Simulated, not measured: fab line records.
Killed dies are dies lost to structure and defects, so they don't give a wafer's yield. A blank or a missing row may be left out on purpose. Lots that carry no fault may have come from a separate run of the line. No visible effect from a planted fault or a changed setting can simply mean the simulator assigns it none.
Which tool did it?    flow rit-cmos    7 lots with 21 wafers sampled at 2 steps, on a route of 202 steps

WHAT THE GAUGES SHOWED, per wafer
RIT_M1_RS_MEAS_01: uses a four-point probe to measure.
lot   measured     on             M1_AL_RS (ohm/sq)
L783  day 3 15:11  film-metro-01  0.0728 0.0730 0.0734
L785  day 4 03:35  film-metro-01  0.0724 0.0728 0.0723
L788  day 4 17:14  film-metro-01  0.0741 0.0752 0.0745
L792  day 5 15:31  film-metro-04  0.0746 0.0739 0.0737
L798  day 6 17:52  film-metro-01  0.0775 0.0743 0.0780
L801  day 7 10:06  film-metro-04  0.0732 0.0730 0.0734
L804  day 8 00:53  film-metro-01  0.0729 0.0730 0.0728

EACH LOT AND THE TOOL THAT RAN IT (in order: tool; ch and the chambers of the sampled wafers; start)
lot   RIT_M1_SPUTTER_00
L783  pvd-sputter-03, day 3 14:54
L785  pvd-sputter-03, day 4 03:15
L788  pvd-sputter-02, day 4 16:55
L792  pvd-sputter-02, day 5 15:13
L798  pvd-sputter-04, day 6 17:31
L801  pvd-sputter-02, day 7 09:36
L804  pvd-sputter-03, day 8 00:32
- RIT_M1_SPUTTER_00: material Al, target thk 400 nm, time 500 s.

THE ANSWER, worked out from the rows above alone
Rule: the usual values come from the lots themselves. Put in order of their means at a reading, lots are off if they are a third of the lots or fewer, leave a main group of 4 or more, and stand apart from it by a gap of 3 or more times the standard deviation of the main group's means; of several such gaps the widest counts. A main group whose means are all the same, to the digits that the tables above print for the reading, isn't used. A lot without any number at a reading at which 4 lots or more have one is off too. Any other lot the step has rows for is counted as sound.
Across all readings shown, no lot is off: no conclusion can be drawn from this.

WHAT WAS PUT IN BY THE SIMULATOR
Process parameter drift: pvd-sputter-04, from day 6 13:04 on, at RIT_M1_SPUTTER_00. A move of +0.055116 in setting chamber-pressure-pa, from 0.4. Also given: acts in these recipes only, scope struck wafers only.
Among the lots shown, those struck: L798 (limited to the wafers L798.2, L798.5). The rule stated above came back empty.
